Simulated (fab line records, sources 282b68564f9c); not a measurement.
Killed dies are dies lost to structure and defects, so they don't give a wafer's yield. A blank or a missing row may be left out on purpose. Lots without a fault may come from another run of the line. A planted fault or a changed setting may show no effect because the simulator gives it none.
Tool commonality check | flow rit_cmos | 14 lots, 42 wafers sampled

WHY IT WAS OPENED
At RIT_GATE_THK_MEAS_09 the reading GATE_POLY_THK is flagged on 2 of 14 lots. Wafers without a fault read 250.5 nm, standard deviation 2.7.
Rule: a lot is flagged when every wafer of it that has a number lies more than 4 standard deviations from that mean, or none has a number. The other lots count as sound.

lot  | measured    | on            | GATE_POLY_THK (nm), wafer by wafer | flag
L878 | day 2 17:32 | film_metro-04 | 249.0 249.9 249.2                  |
L879 | day 2 20:11 | film_metro-01 | 253.5 252.4 252.8                  |
L880 | day 2 22:08 | film_metro-01 | 251.5 249.6 251.9                  |
L881 | day 3 03:32 | film_metro-04 | 248.9 250.8 249.9                  |
L882 | day 3 08:43 | film_metro-04 | 254.2 255.6 255.3                  |
L883 | day 3 14:57 | film_metro-04 | 250.1 253.2 252.8                  |
L885 | day 3 22:04 | film_metro-02 | 245.4 245.0 244.9                  |
L887 | day 4 09:31 | film_metro-02 | 246.5 250.5 249.9                  |
L889 | day 4 18:13 | film_metro-02 | 256.5 256.7 256.5                  |
L890 | day 4 22:52 | film_metro-04 | 247.4 248.8 247.3                  |
L891 | day 5 04:07 | film_metro-02 | 248.8 247.9 249.7                  |
L896 | day 6 07:12 | film_metro-02 | 250.9 248.9 249.2                  |
L900 | day 7 01:37 | film_metro-02 | 188.2 187.8 186.8                  | FLAGGED
L901 | day 7 06:18 | film_metro-01 | 189.4 187.5 187.8                  | FLAGGED
The numbers of the flagged lots are 187.9 nm on average: -62.6 nm against the usual, or -23 standard deviations.

WHICH TOOL RAN EACH LOT
The record holds 1 process step before the reading, out of a route of 202 steps. In each cell: the tool, then ch and the chambers that the sampled wafers went through, then the start.
lot  | flag    | RIT_GATE_CVD_08
L878 |         | lpcvd-02 ch 1, day 2 15:55
L879 |         | lpcvd-02 ch 0, day 2 18:34
L880 |         | lpcvd-02 ch 0, day 2 20:31
L881 |         | lpcvd-01 ch 0, day 3 01:55
L882 |         | lpcvd-01 ch 1, day 3 07:05
L883 |         | lpcvd-02 ch 1, day 3 12:31
L885 |         | lpcvd-01 ch 1, day 3 20:26
L887 |         | lpcvd-02 ch 1, day 4 07:05
L889 |         | lpcvd-01 ch 0, day 4 16:35
L890 |         | lpcvd-02 ch 1, day 4 21:14
L891 |         | lpcvd-01 ch 1, day 5 02:26
L896 |         | lpcvd-01 ch 1, day 6 04:46
L900 | FLAGGED | lpcvd-01 ch 0, day 6 23:59
L901 | FLAGGED | lpcvd-01 ch 1, day 7 04:41
What these steps do:
- RIT_GATE_CVD_08: deposits poly-Si from SiH4, target thk 250 nm, time 2220 s.
- RIT_GATE_THK_MEAS_09

FLAGGED OVER TOTAL, TOOL BY TOOL (the gauges that took the reading come last)
step                 | tool          | lots run | flagged | share of the flagged lots | sound lots run after its first flagged lot
RIT_GATE_CVD_08      | lpcvd-01      | 8        | 2       | all                       | 0
RIT_GATE_CVD_08      | lpcvd-02      | 6        | 0       | none                      | -
RIT_GATE_THK_MEAS_09 | film_metro-01 | 3        | 1       | some                      | 0
RIT_GATE_THK_MEAS_09 | film_metro-02 | 6        | 1       | some                      | 0
RIT_GATE_THK_MEAS_09 | film_metro-04 | 5        | 0       | none                      | -

WHAT THE TABLE ALLOWS
1 row of the table ran every flagged lot: lpcvd-01 at RIT_GATE_CVD_08.
- lpcvd-01 at RIT_GATE_CVD_08: 2 of its 8 lots flagged. Its last sound lot is L896 (day 6 04:46), its first flagged lot L900 (day 6 23:59): a fault that began between those two fits.
One tool is left: lpcvd-01 at RIT_GATE_CVD_08.

WHAT THE SIMULATOR HAD PUT IN
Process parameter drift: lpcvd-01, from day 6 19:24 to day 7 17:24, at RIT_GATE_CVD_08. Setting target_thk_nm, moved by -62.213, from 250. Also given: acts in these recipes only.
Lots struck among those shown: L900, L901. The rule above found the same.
